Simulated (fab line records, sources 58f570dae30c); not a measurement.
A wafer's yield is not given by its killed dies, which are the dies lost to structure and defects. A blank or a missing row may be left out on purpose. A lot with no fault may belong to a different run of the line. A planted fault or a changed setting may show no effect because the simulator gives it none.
Which tool was responsible?    flow berkeleyCmos170    7 lots, 21 wafers sampled, at 2 steps of a route of 331

== WHAT THE GAUGES READ, wafer by wafer ==
UCB170_PFIELD_OVL_MEAS_06.
lot   measured     on          PFIELD_OVL (nm)
L716  day 4 18:58  overlay-01  0 5 6
L720  day 5 09:31  overlay-01  -3 6 10
L728  day 6 22:32  overlay-01  -3 0 7
L731  day 8 00:16  overlay-02  1 1 2
L733  day 8 09:05  overlay-01  5 -6 -4
L735  day 8 23:56  overlay-02  12 4 4
L736  day 9 00:39  overlay-01  -2 -4 -4

== EACH LOT AND THE TOOL THAT RAN IT (in order: tool; ch and the chambers of the sampled wafers; start) ==
lot   UCB170_PWELL_STRIP_16
L716  plasmaAsher-01 ch 0,1, day 3 10:04
L720  plasmaAsher-01 ch 0,1, day 4 08:02
L728  plasmaAsher-02 ch 0, day 5 16:46
L731  plasmaAsher-03 ch 0,1, day 6 14:46
L733  plasmaAsher-03 ch 0,1, day 7 00:47
L735  plasmaAsher-01 ch 0,1, day 7 15:58
L736  plasmaAsher-01 ch 0,1, day 7 18:34
- UCB170_PWELL_STRIP_16: strips in O2.

== THE ANSWER, worked out from the rows above alone ==
Rule: usual is defined by the lots themselves. The widest of any qualifying gaps counts: lots, ordered by their means at a reading, are off when they make up no more than a third of the lots, leave a main group of 4 or more, and stand apart from it by 3 or more times the standard deviation of that group's means. Not used: any main group whose means are identical at the precision the tables above print for the reading. A lot without any number at a reading at which 4 lots or more have one is off too. All remaining lots with rows at the step are treated as sound.
None of the lots is off at any reading shown; this tells nothing.

== WHAT HAD BEEN PUT IN BY THE SIMULATOR ==
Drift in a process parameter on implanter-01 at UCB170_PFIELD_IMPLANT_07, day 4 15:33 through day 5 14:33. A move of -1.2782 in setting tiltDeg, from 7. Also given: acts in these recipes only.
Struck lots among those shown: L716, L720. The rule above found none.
